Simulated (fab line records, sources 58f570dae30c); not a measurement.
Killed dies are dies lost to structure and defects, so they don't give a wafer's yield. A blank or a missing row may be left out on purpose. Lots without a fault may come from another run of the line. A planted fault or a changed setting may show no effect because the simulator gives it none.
fab line records | flow berkeley_cmos170
record lots=5 wafers=23
route steps=331 shown V1@264 M2@276 M3@314
start_h: hours from the record's first day to the start of the lot's first wafer shown | wait_h: hours since the lot's step before | " the same as in the row above | L1.1+2: a row that stands for several wafers | - no value, or no start given | * or withheld: withheld | < > ~ a bound
route shown NAME@n: a module of which the file shows steps, and the number in the route of the first | usual: mean/standard deviation of fault-free wafers | same: alike in all rows | chamber/n: place in a boat | sites: the reading at each site | _std_site: their standard deviation | _edge_site: outer sites' mean less inner sites' | radius_mm: how far each site lies from the wafer's centre | mask NAME#n: copy n | behind: the tool/chamber that last shaped the wafer | hold: why the lot was held/for how many hours/how that ended | device: the transistor (n, p or np) that didn't switch | end of line: the same wafers' tests at the end of the route | a step without rows: its recipe alone | killed: dies lost to structure and defects at the first sort, not the wafer's yield | map: a wafer's dies, x killed, . not, _ none there
set.NAME: the setting as run; set.NAME@STEP: as run at that earlier step | model.NAME: the simulator's own value behind a step, which no gauge read
lots whose settings were changed on purpose; a table a step, a row a wafer
## steps
# step UCB170_V1_PEB_10
# recipe peb_temp_c=130 peb_time_s=withheld resist=KrF
# columns lot.wafer tool chamber start_h wait_h set.peb_temp_c
L074.1+6 litho_track-01 0 189.25 0.5 126.9
L074.2+3+4 " 0 " " 130
L075.1+2+3 litho_track-03 0 197.65 0.3 130
L075.5+6 " 0 " " 132
L076.1+2+5 litho_track-02 0 199.24 0.4 130
L076.3+4 " 0 " " 132.5
L084.1+3+6 litho_track-02 0 224.80 0.4 130
L085.1+2+6 litho_track-03 0 240.19 0.6 127.9
L085.3+4 " 0 " " 130
# step UCB170_V1_DEVELOP_11
# recipe developer=TMAH develop_time_s=45 resist=KrF dev_temp_c=21
# step UCB170_V1_CD_MEAS_12
# recipe target_cd_nm=700
# usual cd_nm=700.0/1.4
# columns lot.wafer tool chamber start_h wait_h set.peb_temp_c@V1_PEB_10 cd_nm
L074.1 cd_sem-01 - 189.52 - 126.9 679.3
L074.2 " - " " 130 702.4
L074.3 " - " " 130 701.5
L074.4 " - " " 130 701.1
L074.6 " - " " 126.9 677.7
L075.1 cd_sem-01 - 197.92 - 130 699.4
L075.2 " - " " 130 698.9
L075.3 " - " " 130 700.6
L075.5 " - " " 132 710.8
L075.6 " - " " 132 712.5
L076.1 cd_sem-02 - 199.52 - 130 698.7
L076.2 " - " " 130 698.6
L076.3 " - " " 132.5 714.6
L076.4 " - " " 132.5 712.7
L076.5 " - " " 130 699.7
L084.1 cd_sem-01 - 225.17 - 130 702.5
L084.3 " - " " 130 701.0
L084.6 " - " " 130 700.4
L085.1 cd_sem-02 - 240.47 - 127.9 686.0
L085.2 " - " " 127.9 686.3
L085.3 " - " " 130 702.2
L085.4 " - " " 130 700.6
L085.6 " - " " 127.9 686.5
# step UCB170_V1_ETCH_14
# recipe chemistry=CHF3/CF4/Ar target=SiO2 stop_on=Al CHF3_flow_sccm=45 cf4_flow_sccm=15 Ar_flow_sccm=150 pressure_mtorr=200 rf_w=684.5 target_depth_a=12500 over_etch_frac=0.25 time_s=291
# columns lot.wafer tool chamber start_h wait_h set.peb_temp_c@V1_PEB_10 model.V1.cd_nm
L074.1 rie_diel-03 3 189.68 0.0 126.9 678.7
L074.2 " 0 " " 130 701.9
L074.3 " 1 " " 130 701.6
L074.4 " 2 " " 130 701.2
L074.6 " 3 " " 126.9 677.1
L075.1 rie_diel-03 2 198.08 0.0 130 699.3
L075.2 " 3 " " 130 697.9
L075.3 " 0 " " 130 700
L075.5 " 2 " " 132 711.5
L075.6 " 0 " " 132 711.8
L076.1 rie_diel-03 3 199.67 0.0 130 698
L076.2 " 2 " " 130 699.1
L076.3 " 0 " " 132.5 713.9
L076.4 " 0 " " 132.5 712
L076.5 " 3 " " 130 698.5
L084.1 rie_diel-02 1 225.33 0.0 130 702.4
L084.3 " 0 " " 130 700.9
L084.6 " 2 " " 130 698.6
L085.1 rie_diel-04 0 240.63 0.0 127.9 685.6
L085.2 " 3 " " 127.9 686.8
L085.3 " 1 " " 130 704.2
L085.4 " 2 " " 130 700.7
L085.6 " 0 " " 127.9 686.6
# step UCB170_V1_STRIP_15
# recipe chemistry=O2 power_w=400 pressure_mtorr=3500 platen_temp_c=withheld o2_flow_sccm=400 overash_fraction=0.5
# step UCB170_V1_CD_MEAS_90
# recipe target_cd_nm=700
# usual cd_nm=699.8/1.7
# columns lot.wafer tool chamber start_h wait_h set.peb_temp_c@V1_PEB_10 cd_nm
L074.1 cd_sem-01 - 189.96 0.1 126.9 678.4
L074.2 " - " " 130 701.7
L074.3 " - " " 130 701.6
L074.4 " - " " 130 701.1
L074.6 " - " " 126.9 676.9
L075.1 cd_sem-02 - 198.36 0.1 130 699.3
L075.2 " - " " 130 698.1
L075.3 " - " " 130 699.9
L075.5 " - " " 132 711.5
L075.6 " - " " 132 711.9
L076.1 cd_sem-01 - 199.95 0.1 130 697.5
L076.2 " - " " 130 699.2
L076.3 " - " " 132.5 713.9
L076.4 " - " " 132.5 712.1
L076.5 " - " " 130 699.1
L084.1 cd_sem-02 - 225.61 0.1 130 702.6
L084.3 " - " " 130 700.8
L084.6 " - " " 130 698.6
L085.1 cd_sem-02 - 240.90 0.1 127.9 685.5
L085.2 " - " " 127.9 686.3
L085.3 " - " " 130 704.0
L085.4 " - " " 130 700.8
L085.6 " - " " 127.9 686.7
# step UCB170_M2_COAT_05
# recipe resist=KrF spin_rpm=1500 resist_thk_nm=900
# columns lot.wafer tool chamber start_h wait_h set.spin_rpm model.KrF_of_M2_COAT_05.thk_nm
L074.1 litho_track-04 0 190.56 0.1 1389 935
L074.2 " 0 " " 1389 938.6
L074.3 " 0 " " 1389 939.3
L074.4 " 0 " " 1500 904.3
L074.6 " 0 " " 1500 905.2
L075.1 litho_track-01 0 199.27 0.1 1500 901.2
L075.2+6 " 0 " " 1500 902.2
L075.3 " 0 " " 1500 901.8
L075.5 " 0 " " 1500 903
L076.1 litho_track-04 0 200.55 0.1 1500 898.2
L076.2 " 0 " " 1500 899.2
L076.3 " 0 " " 1500 901.2
L076.4 " 0 " " 1500 898.9
L076.5 " 0 " " 1500 897.3
L084.1 litho_track-03 0 227.11 0.1 1500 900.8
L084.3 " 0 " " 1500 899.2
L084.6 " 0 " " 1500 899.6
L085.1 litho_track-01 0 241.59 0.1 1551 885.9
L085.2 " 0 " " 1500 903
L085.3 " 0 " " 1551 887.6
L085.4 " 0 " " 1551 888.5
L085.6 " 0 " " 1500 903.3
# step UCB170_M2_SOFTBAKE_06
# recipe resist=KrF temp_c=130 time_s=60
# step UCB170_M2_STRIP_07
# recipe chemistry=O2 power_w=400 pressure_mtorr=3500 platen_temp_c=withheld o2_flow_sccm=400 overash_fraction=0.5
# usual strip_time_to_endpoint_s=22.00/0.06
# columns lot.wafer tool chamber start_h wait_h set.spin_rpm@M2_COAT_05 strip_time_to_endpoint_s
L074.1 plasma_asher-01 1 190.86 0.1 1389 22.81
L074.2 " 0 " " 1389 22.89
L074.3 " 0 " " 1389 22.90
L074.4 " 1 " " 1500 22.06
L074.6 " 0 " " 1500 22.09
L075.1 plasma_asher-01 0 199.57 0.1 1500 21.99
L075.2 " 1 " " 1500 22.03
L075.3 " 0 " " 1500 22.01
L075.5 " 0 " " 1500 22.05
L075.6 " 1 " " 1500 22.01
L076.1 plasma_asher-03 0 200.85 0.1 1500 21.92
L076.2 " 1 " " 1500 21.92
L076.3 " 1 " " 1500 21.99
L076.4 " 0 " " 1500 21.95
L076.5 " 0 " " 1500 21.90
L084.1 plasma_asher-03 1 227.41 0.1 1500 21.99
L084.3 " 0 " " 1500 21.95
L084.6 " 0 " " 1500 21.94
L085.1 plasma_asher-01 1 241.89 0.1 1551 21.63
L085.2 " 0 " " 1500 22.03
L085.3 " 1 " " 1551 21.68
L085.4 " 0 " " 1551 21.69
L085.6 " 0 " " 1500 22.05
# step UCB170_M2_METAL_ETCH_18
# recipe chemistry=Cl2/BCl3 target=Al stop_on=SiO2 pressure_mtorr=12 target_depth_a=11700 over_etch_frac=0.3 time_s=195 icp_w=600 bias_w=120 Cl2_flow_sccm=90 bcl3_flow_sccm=45
# columns lot.wafer tool chamber start_h wait_h set.icp_w model.KrF_of_M2_COAT_10.thk_nm
L074.1 rie_metal-02 1 192.90 - 600 236.2
L074.2 " 0 " " 600 215.3
L074.3 " 1 " " 651 189.8
L074.4 " 0 " " 651 169.7
L074.6 " 1 " " 651 195.1
L075.1 rie_metal-04 1 204.16 - 600 203.4
L075.2 " 1 " " 600 204.4
L075.3 " 1 " " 574.7 226.8
L075.5 " 1 " " 600 204.1
L075.6 " 1 " " 574.7 230.6
L076.1 rie_metal-02 1 204.49 - 600 232.8
L076.2 " 0 " " 621.6 184.4
L076.3 " 0 " " 621.6 188.6
L076.4 " 1 " " 600 233
L076.5 " 0 " " 621.6 195.1
L084.1 rie_metal-04 0 230.00 - 600 219.9
L084.3 " 0 " " 600 228.7
L084.6 " 0 " " 600 214.9
L085.1 rie_metal-04 1 243.33 - 600 210.3
L085.2 " 0 " " 600 228.2
L085.3 " 1 " " 568.7 243.8
L085.4 " 0 " " 600 228
L085.6 " 0 " " 568.7 257.8
# step UCB170_M3_COAT_05
# recipe resist=KrF spin_rpm=1500 resist_thk_nm=900
# columns lot.wafer tool chamber start_h wait_h set.spin_rpm model.KrF_of_M3_COAT_05.thk_nm
L074.1 litho_track-01 0 197.37 0.1 1435 919.8
L074.2 " 0 " " 1500 899.5
L074.3 " 0 " " 1435 921.8
L074.4 " 0 " " 1435 920.7
L074.6 " 0 " " 1500 902.6
L075.1 litho_track-02 0 207.89 0.1 1500 897.5
L075.2 " 0 " " 1398 927
L075.3 " 0 " " 1398 927.5
L075.5 " 0 " " 1500 899.4
L075.6 " 0 " " 1398 931.1
L076.1 litho_track-01 0 208.12 0.1 1500 897.4
L076.2 " 0 " " 1500 895.8
L076.3 " 0 " " 1500 893.8
L076.4 " 0 " " 1500 894.6
L076.5 " 0 " " 1500 897.8
L084.1 litho_track-04 0 233.76 0.1 1500 899.3
L084.3 " 0 " " 1500 903.4
L084.6 " 0 " " 1500 899.2
L085.1 litho_track-02 0 247.21 0.1 1565 882.8
L085.2 " 0 " " 1500 901.4
L085.3 " 0 " " 1500 901.8
L085.4 " 0 " " 1565 884.3
L085.6 " 0 " " 1500 901.3
# step UCB170_M3_SOFTBAKE_06
# recipe resist=KrF temp_c=130 time_s=60
# step UCB170_M3_STRIP_07
# recipe chemistry=O2 power_w=400 pressure_mtorr=3500 platen_temp_c=withheld o2_flow_sccm=400 overash_fraction=0.5
# usual strip_time_to_endpoint_s=21.96/0.06
# columns lot.wafer tool chamber start_h wait_h set.spin_rpm@M3_COAT_05 strip_time_to_endpoint_s
L074.1 plasma_asher-02 1 197.67 0.1 1435 22.44
L074.2 " 0 " " 1500 21.96
L074.3 " 0 " " 1435 22.49
L074.4 " 1 " " 1435 22.46
L074.6 " 1 " " 1500 22.02
L075.1 plasma_asher-01 1 208.19 0.1 1500 21.91
L075.2 " 0 " " 1398 22.60
L075.3 " 0 " " 1398 22.63
L075.5 " 0 " " 1500 21.96
L075.6 " 1 " " 1398 22.72
L076.1 plasma_asher-02 1 208.42 0.1 1500 21.92
L076.2 " 0 " " 1500 21.87
L076.3 " 1 " " 1500 21.82
L076.4 " 0 " " 1500 21.84
L076.5 " 1 " " 1500 21.91
L084.1 plasma_asher-04 0 234.06 0.1 1500 21.94
L084.3 " 1 " " 1500 22.05
L084.6 " 1 " " 1500 21.94
L085.1 plasma_asher-01 0 247.51 0.1 1565 21.56
L085.2 " 1 " " 1500 22.00
L085.3 " 1 " " 1500 22.00
L085.4 " 0 " " 1565 21.60
L085.6 " 0 " " 1500 22.00
## key
split step=UCB170_V1_PEB_10 setting=peb_temp_c stated=130 by=wafer
response step=UCB170_V1_CD_MEAS_12 reading=cd_nm change=+8.8 per=1% r=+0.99
response step=UCB170_V1_ETCH_14 reading=model.V1.cd_nm change=+9.03 per=1% r=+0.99
response step=UCB170_V1_CD_MEAS_90 reading=cd_nm change=+9.05 per=1% r=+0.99
split step=UCB170_M2_COAT_05 setting=spin_rpm stated=1500 by=wafer
response step=UCB170_M2_COAT_05 reading=model.KrF_of_M2_COAT_05.thk_nm change=-4.48 per=1% r=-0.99
response step=UCB170_M2_STRIP_07 reading=strip_time_to_endpoint_s change=* per=1% r=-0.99
split step=UCB170_M2_METAL_ETCH_18 setting=icp_w stated=600 by=wafer
response step=UCB170_M2_METAL_ETCH_18 reading=model.KrF_of_M2_COAT_10.thk_nm change=-5.82 per=1% r=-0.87
split step=UCB170_M3_COAT_05 setting=spin_rpm stated=1500 by=wafer
response step=UCB170_M3_COAT_05 reading=model.KrF_of_M3_COAT_05.thk_nm change=-4.39 per=1% r=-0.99
response step=UCB170_M3_STRIP_07 reading=strip_time_to_endpoint_s change=* per=1% r=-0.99
